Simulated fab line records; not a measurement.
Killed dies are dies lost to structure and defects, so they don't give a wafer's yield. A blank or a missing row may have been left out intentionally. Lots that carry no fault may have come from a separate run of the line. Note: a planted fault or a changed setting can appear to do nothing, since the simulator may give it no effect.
fab line records	flow rit_cmos	part 1 of 2: steps 1 to 35 of 50
[record] lots = 5	wafers = 15	last_day = 7
route steps=202 shown REOX@100 NLDD@103 PLDD@114 SPACER@125 NSD@131 PSD@142
lots with no fault: from the same line, run without faults
start_h: hours from the record's opening day to when the first of the lot's shown wafers began	wait_h: hours elapsed since this lot's preceding step	" the same as in the row above	L1.1+2: one row covering several wafers at once	- no value present, or no start provided	* or withheld: withheld	< > ~ a bound
route shown NAME@n: names a module that has steps shown in the file, with the first one's number in the route	usual: mean/standard deviation taken from wafers without a fault	same: alike in all rows	chamber/n: place in a boat	sites: per-site readings	_std_site: the values' standard deviation	_edge_site: mean of outer sites minus mean of inner sites	radius_mm: for every site, how far away it sits from the centre of the wafer	mask NAME#n: copy n	behind: the tool/chamber that last shaped the wafer	hold: cause of the lot's hold/its duration in hours/its outcome	device: whichever transistor did not switch (one of n, p or np)	end of line: tests run on the same wafers once the route is complete	a step given without rows: its recipe and nothing more	killed: not the wafer's yield, but the dies lost to structure and defects at the first sort	map: dies across one wafer; x = killed, . = not, _ = none there
set.NAME: the run value of the setting; set.NAME@STEP: its run value at that earlier step	model.NAME: the simulator's own value behind a step, which no gauge read
a table for each step, a row for each wafer; lots at some steps of the route
services: from which hour (start_h, from the record's first day; less than 0 if before it) a tool's chamber was out of use, for how many hours, and why
[[steps]]
[step RIT_REOX_CLEAN_02]
[recipe] chemistry = SC2	mix = 3:3:50	time_s = 600	temp_c = 75	dry = n2_spin
[usual] bath_heat_duty_pct = 15.0/2.1
lot.wafer	tool	chamber	start_h	wait_h	bath_heat_duty_pct
L075.1	wet_bench-04	2	43.09	0.0	16.9
L075.2	"	2	"	"	16.1
L075.6	"	2	"	"	16.0
L082.1	wet_bench-04	2	81.29	0.0	17.5
L082.2	"	2	"	"	18.2
L082.6	"	2	"	"	17.5
L083.2	wet_bench-02	3	88.50	0.0	15.9
L083.3	"	3	"	"	15.3
L083.5	"	3	"	"	15.9
L085.1	wet_bench-01	2	94.30	0.0	19.8
L085.5	"	2	"	"	17.1
L085.6	"	2	"	"	17.8
L094.1	wet_bench-04	1	142.26	0.0	13.5
L094.2	"	1	"	"	12.1
L094.3	"	1	"	"	11.6
[step RIT_REOX_OXIDATION_03]
[recipe] temp_c = 900	ambient = O2	target_thk_a = 252	ox_time_s = 5580
lot.wafer	tool	chamber	start_h	wait_h
L075.1+2+6	furnace-03	0	43.40	0.1
L082.1+2+6	furnace-01	0	82.87	1.4
L083.2+3+5	furnace-01	0	88.82	0.1
L085.1+5+6	furnace-04	0	95.92	1.4
L094.1+2+3	furnace-03	0	142.49	0.1
[step RIT_REOX_THK_MEAS_04]
[recipe] reads = SiO2_of_REOX_OXIDATION_03
[usual] REOX_OXIDE_THK = 25.1/0.53
lot.wafer	tool	chamber	start_h	wait_h	REOX_OXIDE_THK[nm]
L075.1	film_metro-02	-	45.95	0.0	25.8
L075.2	"	-	"	"	25.7
L075.6	"	-	"	"	25.4
L082.1	film_metro-01	-	85.42	0.0	25.7
L082.2	"	-	"	"	25.5
L082.6	"	-	"	"	25.5
L083.2	film_metro-01	-	91.38	0.0	25.4
L083.3	"	-	"	"	25.6
L083.5	"	-	"	"	25.2
L085.1	film_metro-02	-	98.47	0.0	24.8
L085.5	"	-	"	"	24.5
L085.6	"	-	"	"	24.5
L094.1	film_metro-01	-	145.04	0.0	24.2
L094.2	"	-	"	"	24.3
L094.3	"	-	"	"	24.1
[step RIT_NLDD_HMDS_00]
[recipe] prime_time_s = 60	prime_temp_c = 140
lot.wafer	tool	chamber	start_h	wait_h
L075.1+2+6	litho_track-03	0	46.01	0.1
L082.1+2+6	litho_track-02	0	85.48	0.1
L083.2+3+5	litho_track-03	0	91.56	0.2
L085.1+5+6	litho_track-03	0	98.53	0.1
L094.1+2+3	litho_track-03	0	145.10	0.1
[step RIT_NLDD_COAT_01]
[recipe] resist = NOVOLAK	spin_rpm = 3250	resist_thk_nm = 1000
lot.wafer	tool	chamber	start_h	wait_h
L075.1+2+6	litho_track-03	0	46.16	0.1
L082.1+2+6	litho_track-02	0	85.63	0.1
L083.2+3+5	litho_track-03	0	91.71	0.1
L085.1+5+6	litho_track-03	0	98.68	0.1
L094.1+2+3	litho_track-03	0	145.25	0.1
[step RIT_NLDD_SOFTBAKE_02]
[recipe] resist = NOVOLAK	temp_c = 90	time_s = 60
lot.wafer	tool	chamber	start_h	wait_h
L075.1+2+6	litho_track-03	0	46.31	0.1
L082.1+2+6	litho_track-02	0	85.78	0.1
L083.2+3+5	litho_track-03	0	91.86	0.1
L085.1+5+6	litho_track-03	0	98.83	0.1
L094.1+2+3	litho_track-03	0	145.40	0.1
[step RIT_NLDD_EXPOSE_03]
[recipe] mask_id = M7	na = 0.57	target_cd_nm = 40700	dose_mj = 250
lot.wafer	tool	chamber	start_h	wait_h	mask
L075.1+2+6	iline_stepper-02	0	46.58	0.2	M7#0
L082.1+2+6	iline_stepper-02	0	85.93	0.1	M7#0
L083.2+3+5	iline_stepper-01	0	92.12	0.2	M7#0
L085.1+5+6	iline_stepper-02	0	98.98	0.1	M7#0
L094.1+2+3	iline_stepper-01	0	145.68	0.2	M7#0
[step RIT_NLDD_PEB_04]
[recipe] resist = NOVOLAK	temp_c = withheld	time_s = withheld
lot.wafer	tool	chamber	start_h	wait_h
L075.1+2+6	litho_track-02	0	46.70	0.1
L082.1+2+6	litho_track-02	0	86.05	0.1
L083.2+3+5	litho_track-02	0	92.25	0.1
L085.1+5+6	litho_track-03	0	99.10	0.1
L094.1+2+3	litho_track-04	0	145.79	0.1
[step RIT_NLDD_DEVELOP_05]
[recipe] resist = NOVOLAK	develop_time_s = 50	dev_temp_c = 23
lot.wafer	tool	chamber	start_h	wait_h
L075.1+2+6	litho_track-02	0	-	-
L082.1+2+6	litho_track-02	0	-	-
L083.2+3+5	litho_track-02	0	-	-
L085.1+5+6	litho_track-03	0	-	-
L094.1+2+3	litho_track-04	0	-	-
[step RIT_NLDD_OVL_MEAS_06]
[usual] NLDD_OVL = -1.2/1.2
lot.wafer	tool	chamber	start_h	wait_h	NLDD_OVL[nm]
L075.1	overlay-02	-	46.98	-	-1.6
L075.2	"	-	"	"	-1.7
L075.6	"	-	"	"	-0.5
L082.1	overlay-02	-	86.33	-	-1.5
L082.2	"	-	"	"	-0.8
L082.6	"	-	"	"	-0.6
L083.2	overlay-01	-	92.51	-	-2.1
L083.3	"	-	"	"	-1.2
L083.5	"	-	"	"	-1.7
L085.1	overlay-02	-	99.38	-	0.7
L085.5	"	-	"	"	-1.1
L085.6	"	-	"	"	0.2
L094.1	overlay-01	-	146.08	-	-1.5
L094.2	"	-	"	"	0.0
L094.3	"	-	"	"	-1.1
[step RIT_NLDD_HARDBAKE_07]
[recipe] resist = NOVOLAK	temp_c = 140	time_s = 60
lot.wafer	tool	chamber	start_h	wait_h
L075.1+2+6	litho_track-03	0	47.02	0.0
L082.1+2+6	litho_track-02	0	86.48	0.1
L083.2+3+5	litho_track-03	0	92.60	0.1
L085.1+5+6	litho_track-03	0	99.42	0.0
L094.1+2+3	litho_track-02	0	146.11	0.0
[step RIT_NLDD_IMPLANT_08]
[recipe] species = P	energy_kev = 20	dose_cm2 = 5e+14	tilt_deg = 7.245
[usual] beam_energy_keV = 20.001/0.0068	tilt_deg = 7.242/0.018
[same] implant_ion_amu = 31
lot.wafer	tool	chamber	start_h	wait_h	beam_energy_keV	tilt_deg
L075.1	implanter-02	0	47.17	0.1	19.995	7.242
L075.2	"	0	"	"	19.999	7.263
L075.6	"	0	"	"	19.999	7.255
L082.1	implanter-04	0	86.63	0.1	20.002	7.232
L082.2	"	0	"	"	20.002	7.290
L082.6	"	0	"	"	20.006	7.231
L083.2	implanter-03	0	92.75	0.1	20.008	7.242
L083.3	"	0	"	"	20.000	7.233
L083.5	"	0	"	"	20.011	7.243
L085.1	implanter-04	0	99.57	0.1	20.004	7.228
L085.5	"	0	"	"	19.998	7.219
L085.6	"	0	"	"	20.007	7.234
L094.1	implanter-04	0	146.26	0.1	19.999	7.230
L094.2	"	0	"	"	20.009	7.254
L094.3	"	0	"	"	20.002	7.257
[step RIT_NLDD_STRIP_09]
[recipe] chemistry = O2	time_s = 180	resist = NOVOLAK	platen_temp_c = withheld	power_w = 500	pressure_mtorr = 4000	o2_flow_sccm = 4000
[usual] drypump_motor_current_A = 5.8/0.48
lot.wafer	tool	chamber	start_h	wait_h	drypump_motor_current_A	rf_hours_counter_h
L075.1	plasma_asher-01	0	47.32	0.1	5.7	39
L075.2	"	1	"	"	5.7	39
L075.6	"	1	"	"	5.7	-
L082.1	plasma_asher-04	1	86.78	0.1	5.3	43
L082.2	"	0	"	"	5.7	43
L082.6	"	1	"	"	5.3	-
L083.2	plasma_asher-02	0	92.88	0.1	5.5	32
L083.3	"	0	"	"	5.6	-
L083.5	"	1	"	"	6.6	-
L085.1	plasma_asher-04	0	99.72	0.1	5.6	45
L085.5	"	0	"	"	5.7	-
L085.6	"	1	"	"	5.3	-
L094.1	plasma_asher-04	0	146.41	0.1	5.6	50
L094.2	"	1	"	"	5.2	50
L094.3	"	0	"	"	5.7	-
[step RIT_NLDD_TW_MEAS_10]
[usual] NLDD_TW = 2480/15
lot.wafer	tool	chamber	start_h	wait_h	NLDD_TW
L075.1	film_metro-04	-	47.49	0.1	2475
L075.2	"	-	"	"	2479
L075.6	"	-	"	"	2475
L082.1	film_metro-04	-	86.95	0.1	2464
L082.2	"	-	"	"	2452
L082.6	"	-	"	"	2447
L083.2	film_metro-03	-	93.06	0.1	2506
L083.3	"	-	"	"	2503
L083.5	"	-	"	"	2511
L085.1	film_metro-03	-	99.90	0.1	2484
L085.5	"	-	"	"	2471
L085.6	"	-	"	"	2479
L094.1	film_metro-03	-	146.59	0.1	2501
L094.2	"	-	"	"	2481
L094.3	"	-	"	"	2489
[step RIT_PLDD_HMDS_00]
[recipe] prime_time_s = 60	prime_temp_c = 140
lot.wafer	tool	chamber	start_h	wait_h
L075.1+2+6	litho_track-04	0	47.55	0.1
L082.1+2+6	litho_track-04	0	87.02	0.1
L083.2+3+5	litho_track-04	0	93.14	0.1
L085.1+5+6	litho_track-04	0	99.96	0.1
L094.1+2+3	litho_track-04	0	146.65	0.1
[step RIT_PLDD_COAT_01]
[recipe] resist = NOVOLAK	spin_rpm = 3250	resist_thk_nm = 1000
lot.wafer	tool	chamber	start_h	wait_h
L075.1+2+6	litho_track-04	0	47.70	0.1
L082.1+2+6	litho_track-04	0	87.17	0.1
L083.2+3+5	litho_track-04	0	93.29	0.1
L085.1+5+6	litho_track-04	0	100.11	0.1
L094.1+2+3	litho_track-04	0	146.80	0.1
[step RIT_PLDD_SOFTBAKE_02]
[recipe] resist = NOVOLAK	temp_c = 90	time_s = 60
lot.wafer	tool	chamber	start_h	wait_h
L075.1+2+6	litho_track-04	0	47.85	0.1
L082.1+2+6	litho_track-04	0	87.32	0.1
L083.2+3+5	litho_track-04	0	93.44	0.1
L085.1+5+6	litho_track-04	0	100.26	0.1
L094.1+2+3	litho_track-04	0	146.95	0.1
[step RIT_PLDD_EXPOSE_03]
[recipe] mask_id = M8	na = 0.57	target_cd_nm = 40900	dose_mj = 250
lot.wafer	tool	chamber	start_h	wait_h	mask
L075.1+2+6	iline_stepper-02	0	48.00	0.1	M8#0
L082.1+2+6	iline_stepper-01	0	87.60	0.2	M8#0
L083.2+3+5	iline_stepper-02	0	93.71	0.2	M8#0
L085.1+5+6	iline_stepper-02	0	100.41	0.1	M8#0
L094.1+2+3	iline_stepper-01	0	147.10	0.1	M8#0
[step RIT_PLDD_PEB_04]
[recipe] resist = NOVOLAK	temp_c = withheld	time_s = withheld
lot.wafer	tool	chamber	start_h	wait_h
L075.1+2+6	litho_track-04	0	48.12	0.1
L082.1+2+6	litho_track-01	0	87.71	0.1
L083.2+3+5	litho_track-01	0	93.83	0.1
L085.1+5+6	litho_track-04	0	100.52	0.1
L094.1+2+3	litho_track-01	0	147.34	0.2
[step RIT_PLDD_DEVELOP_05]
[recipe] resist = NOVOLAK	develop_time_s = 50	dev_temp_c = 23
lot.wafer	tool	chamber	start_h	wait_h
L075.1+2+6	litho_track-04	0	-	-
L082.1+2+6	litho_track-01	0	-	-
L083.2+3+5	litho_track-01	0	-	-
L085.1+5+6	litho_track-04	0	-	-
L094.1+2+3	litho_track-01	0	-	-
[step RIT_PLDD_OVL_MEAS_06]
[usual] PLDD_OVL = 0.6/1.7
lot.wafer	tool	chamber	start_h	wait_h	PLDD_OVL[nm]
L075.1	overlay-02	-	48.40	-	1.0
L075.2	"	-	"	"	0.4
L075.6	"	-	"	"	-1.4
L082.1	overlay-02	-	87.99	-	-0.3
L082.2	"	-	"	"	0.8
L082.6	"	-	"	"	-0.7
L083.2	overlay-02	-	94.10	-	1.4
L083.3	"	-	"	"	0.9
L083.5	"	-	"	"	2.6
L085.1	overlay-01	-	100.81	-	0.5
L085.5	"	-	"	"	0.0
L085.6	"	-	"	"	-0.5
L094.1	overlay-01	-	147.62	-	0.7
L094.2	"	-	"	"	0.7
L094.3	"	-	"	"	2.6
[step RIT_PLDD_HARDBAKE_07]
[recipe] resist = NOVOLAK	temp_c = 140	time_s = 60
lot.wafer	tool	chamber	start_h	wait_h
L075.1+2+6	litho_track-02	0	48.44	0.0
L082.1+2+6	litho_track-02	0	88.03	0.0
L083.2+3+5	litho_track-02	0	94.15	0.0
L085.1+5+6	litho_track-04	0	100.84	0.0
L094.1+2+3	litho_track-02	0	147.65	0.0
[step RIT_PLDD_IMPLANT_08]
[recipe] species = BF2	energy_kev = 20.11	dose_cm2 = 9e+14	tilt_deg = 7
[usual] beam_energy_keV = 20.110/0.0057	tilt_deg = 7.003/0.021
[same] implant_ion_amu = 49
lot.wafer	tool	chamber	start_h	wait_h	beam_energy_keV	tilt_deg
L075.1	implanter-01	0	48.59	0.1	20.113	7.038
L075.2	"	0	"	"	20.120	6.996
L075.6	"	0	"	"	20.110	7.026
L082.1	implanter-04	0	88.18	0.1	20.110	7.007
L082.2	"	0	"	"	20.112	7.010
L082.6	"	0	"	"	20.111	7.026
L083.2	implanter-04	0	94.30	0.1	20.110	7.004
L083.3	"	0	"	"	20.103	7.008
L083.5	"	0	"	"	20.108	7.045
L085.1	implanter-01	0	100.99	0.1	20.119	7.006
L085.5	"	0	"	"	20.110	6.985
L085.6	"	0	"	"	20.117	7.002
L094.1	implanter-02	0	147.80	0.1	20.108	7.001
L094.2	"	0	"	"	20.110	7.025
L094.3	"	0	"	"	20.103	7.021
[step RIT_PLDD_STRIP_09]
[recipe] chemistry = O2	time_s = 180	resist = NOVOLAK	platen_temp_c = withheld	power_w = 500	pressure_mtorr = 4000	o2_flow_sccm = 4000
[usual] drypump_motor_current_A = 5.8/0.44
lot.wafer	tool	chamber	start_h	wait_h	drypump_motor_current_A	rf_hours_counter_h
L075.1	plasma_asher-02	0	48.74	0.1	5.5	27
L075.2	"	1	"	"	6.6	27
L075.6	"	0	"	"	5.6	-
L082.1	plasma_asher-02	0	88.33	0.1	5.6	31
L082.2	"	1	"	"	6.6	31
L082.6	"	1	"	"	6.6	-
L083.2	plasma_asher-02	0	94.43	0.1	5.6	32
L083.3	"	1	"	"	6.6	-
L083.5	"	1	"	"	6.6	-
L085.1	plasma_asher-04	0	101.14	0.1	5.7	45
L085.5	"	0	"	"	5.7	-
L085.6	"	1	"	"	5.3	-
L094.1	plasma_asher-02	1	147.95	0.1	6.6	38
L094.2	"	0	"	"	5.5	38
L094.3	"	0	"	"	5.5	-
[step RIT_PLDD_TW_MEAS_10]
[usual] PLDD_TW = 2338/14
lot.wafer	tool	chamber	start_h	wait_h	PLDD_TW
L075.1	film_metro-02	-	48.91	0.1	2343
L075.2	"	-	"	"	2331
L075.6	"	-	"	"	2328
L082.1	film_metro-03	-	88.51	0.1	2359
L082.2	"	-	"	"	2357
L082.6	"	-	"	"	2346
L083.2	film_metro-02	-	94.61	0.1	2334
L083.3	"	-	"	"	2332
L083.5	"	-	"	"	2345
L085.1	film_metro-04	-	101.32	0.1	2339
L085.5	"	-	"	"	2334
L085.6	"	-	"	"	2330
L094.1	film_metro-04	-	148.13	0.1	2320
L094.2	"	-	"	"	2333
L094.3	"	-	"	"	2328
[step RIT_SPACER_CLEAN_00]
[recipe] chemistry = SC1	mix = 3:3:50	time_s = 600	temp_c = 75
[usual] bath_heat_duty_pct = 14.6/1.6
lot.wafer	tool	chamber	start_h	wait_h	bath_heat_duty_pct
L075.1	wet_bench-04	3	48.97	0.1	13.1
L075.2	"	3	"	"	14.2
L075.6	"	3	"	"	14.4
L082.1	wet_bench-04	0	88.57	0.1	13.7
L082.2	"	0	"	"	13.4
L082.6	"	0	"	"	13.3
L083.2	wet_bench-01	1	94.66	0.0	12.5
L083.3	"	1	"	"	13.5
L083.5	"	1	"	"	13.1
L085.1	wet_bench-04	1	101.38	0.1	12.3
L085.5	"	1	"	"	12.9
L085.6	"	1	"	"	13.2
L094.1	wet_bench-04	0	148.19	0.1	12.9
L094.2	"	0	"	"	14.1
L094.3	"	0	"	"	14.0
[step RIT_SPACER_CLEAN_01]
[recipe] chemistry = dHF	dilution = 50:1	time_s = 30
lot.wafer	tool	chamber	start_h	wait_h
L075.1+2+6	wet_bench-03	2	49.15	0.0
L082.1+2+6	wet_bench-01	0	88.76	0.0
L083.2+3+5	wet_bench-01	3	94.87	0.0
L085.1+5+6	wet_bench-04	3	101.55	0.0
L094.1+2+3	wet_bench-03	2	148.38	0.0
[step RIT_SPACER_CLEAN_02]
[recipe] chemistry = SC2	mix = 3:3:50	time_s = 600	temp_c = 75	dry = n2_spin
[usual] bath_heat_duty_pct = 15.6/2
lot.wafer	tool	chamber	start_h	wait_h	bath_heat_duty_pct
L075.1	wet_bench-01	3	49.17	0.0	13.9
L075.2	"	3	"	"	11.8
L075.6	"	3	"	"	14.5
L082.1	wet_bench-04	2	88.78	0.0	18.2
L082.2	"	2	"	"	17.8
L082.6	"	2	"	"	18.5
L083.2	wet_bench-01	2	94.89	0.0	16.5
L083.3	"	2	"	"	17.9
L083.5	"	2	"	"	17.3
L085.1	wet_bench-04	2	101.57	0.0	18.7
L085.5	"	2	"	"	18.1
L085.6	"	2	"	"	17.7
L094.1	wet_bench-01	0	148.40	0.0	15.8
L094.2	"	0	"	"	18.0
L094.3	"	0	"	"	16.7
[step RIT_SPACER_CVD_03]
[recipe] material = Si3N4	target_thk_nm = 250	temp_c = 810	precursor = SiH2Cl2/NH3	time_s = 3300	pressure_mtorr = 300	sih2cl2_flow_sccm = 60	nh3_flow_sccm = 150
[usual] pressure_mtorr = 300.1/0.59
lot.wafer	tool	chamber	start_h	wait_h	pressure_mtorr
L075.1	lpcvd-01	1	49.34	0.0	299.7
L075.2	"	1	"	"	301.3
L075.6	"	1	"	"	300.4
L082.1	lpcvd-01	1	88.95	0.0	300.5
L082.2	"	1	"	"	301.2
L082.6	"	1	"	"	300.3
L083.2	lpcvd-01	1	95.10	0.0	299.8
L083.3	"	1	"	"	300.2
L083.5	"	1	"	"	298.9
L085.1	lpcvd-01	1	102.02	0.3	299.9
L085.5	"	1	"	"	299.9
L085.6	"	1	"	"	299.8
L094.1	lpcvd-02	0	149.63	1.0	300.6
L094.2	"	0	"	"	300.3
L094.3	"	0	"	"	301.3
[step RIT_SPACER_THK_MEAS_04]
[recipe] reads = Si3N4_of_SPACER_CVD_03
[usual] SPACER_NITRIDE_THK = 250/3.1
lot.wafer	tool	chamber	start_h	wait_h	SPACER_NITRIDE_THK[nm]
L075.1	film_metro-03	-	51.26	0.0	253
L075.2	"	-	"	"	251
L075.6	"	-	"	"	252
L082.1	film_metro-01	-	90.87	0.0	256
L082.2	"	-	"	"	255
L082.6	"	-	"	"	256
L083.2	film_metro-03	-	97.02	0.0	250
L083.3	"	-	"	"	253
L083.5	"	-	"	"	254
L085.1	film_metro-01	-	103.93	0.0	250
L085.5	"	-	"	"	249
L085.6	"	-	"	"	250
L094.1	film_metro-01	-	151.54	0.0	243
L094.2	"	-	"	"	242
L094.3	"	-	"	"	243
[step RIT_SPACER_ETCHBACK_05]
[recipe] target_depth_a = 2500	SF6_flow_sccm = 30	CHF3_flow_sccm = 30	target = Si3N4	chemistry = SF6/CHF3	pressure_mtorr = 40	rf_w = 250	time_s = 240	stop_on = SiO2
[usual] drypump_motor_current_A = 5.8/0.53	oes_product_au = 0.840/0.014	throttle_valve_pct = 10.33/0.14
lot.wafer	tool	chamber	start_h	wait_h	drypump_motor_current_A	oes_product_au	rf_hours_counter_h	throttle_valve_pct
L075.1	rie_diel-03	0	51.32	0.1	5.9	0.832	69	10.27
L075.2	"	1	"	"	5.1	0.831	158	10.49
L075.6	"	2	"	"	6.1	0.828	-	9.97
L082.1	rie_diel-04	3	90.93	0.1	6.0	0.868	50	10.27
L082.2	"	2	"	"	6.3	0.839	23	10.34
L082.6	"	2	"	"	6.3	0.849	-	10.32
L083.2	rie_diel-02	1	97.07	0.0	5.0	0.843	124	10.38
L083.3	"	2	"	"	5.0	0.850	4	10.55
L083.5	"	2	"	"	5.0	0.850	-	10.55
L085.1	rie_diel-02	2	103.99	0.1	5.0	0.829	4	10.55
L085.5	"	0	"	"	5.9	0.843	-	10.28
L085.6	"	1	"	"	5.0	0.841	-	10.39
L094.1	rie_diel-03	1	151.60	0.1	5.1	0.836	0	10.47
L094.2	"	3	"	"	4.8	0.827	44	10.42
L094.3	"	2	"	"	6.1	0.826	1	9.95
[step RIT_NSD_HMDS_00]
[recipe] prime_time_s = 60	prime_temp_c = 140
lot.wafer	tool	chamber	start_h	wait_h
L075.1+2+6	litho_track-04	0	51.47	0.1
L082.1+2+6	litho_track-03	0	91.08	0.1
L083.2+3+5	litho_track-01	0	97.25	0.1
L085.1+5+6	litho_track-04	0	104.14	0.1
L094.1+2+3	litho_track-04	0	151.75	0.1
[step RIT_NSD_COAT_01]
[recipe] resist = NOVOLAK	spin_rpm = 3250	resist_thk_nm = 1000
lot.wafer	tool	chamber	start_h	wait_h
L075.1+2+6	litho_track-04	0	51.62	0.1
L082.1+2+6	litho_track-03	0	91.23	0.1
L083.2+3+5	litho_track-01	0	97.40	0.1
L085.1+5+6	litho_track-04	0	104.29	0.1
L094.1+2+3	litho_track-04	0	151.90	0.1
[step RIT_NSD_SOFTBAKE_02]
[recipe] resist = NOVOLAK	temp_c = 90	time_s = 60
lot.wafer	tool	chamber	start_h	wait_h
L075.1+2+6	litho_track-04	0	51.77	0.1
L082.1+2+6	litho_track-03	0	91.38	0.1
L083.2+3+5	litho_track-01	0	97.55	0.1
L085.1+5+6	litho_track-04	0	104.44	0.1
L094.1+2+3	litho_track-04	0	152.05	0.1
[step RIT_NSD_EXPOSE_03]
[recipe] mask_id = M9	na = 0.57	target_cd_nm = 40700	dose_mj = 250
lot.wafer	tool	chamber	start_h	wait_h	mask
L075.1+2+6	iline_stepper-01	0	52.04	0.2	M9#0
L082.1+2+6	iline_stepper-02	0	91.53	0.1	M9#0
L083.2+3+5	iline_stepper-02	0	97.69	0.1	M9#0
L085.1+5+6	iline_stepper-01	0	104.72	0.2	M9#0
L094.1+2+3	iline_stepper-02	0	152.20	0.1	M9#0
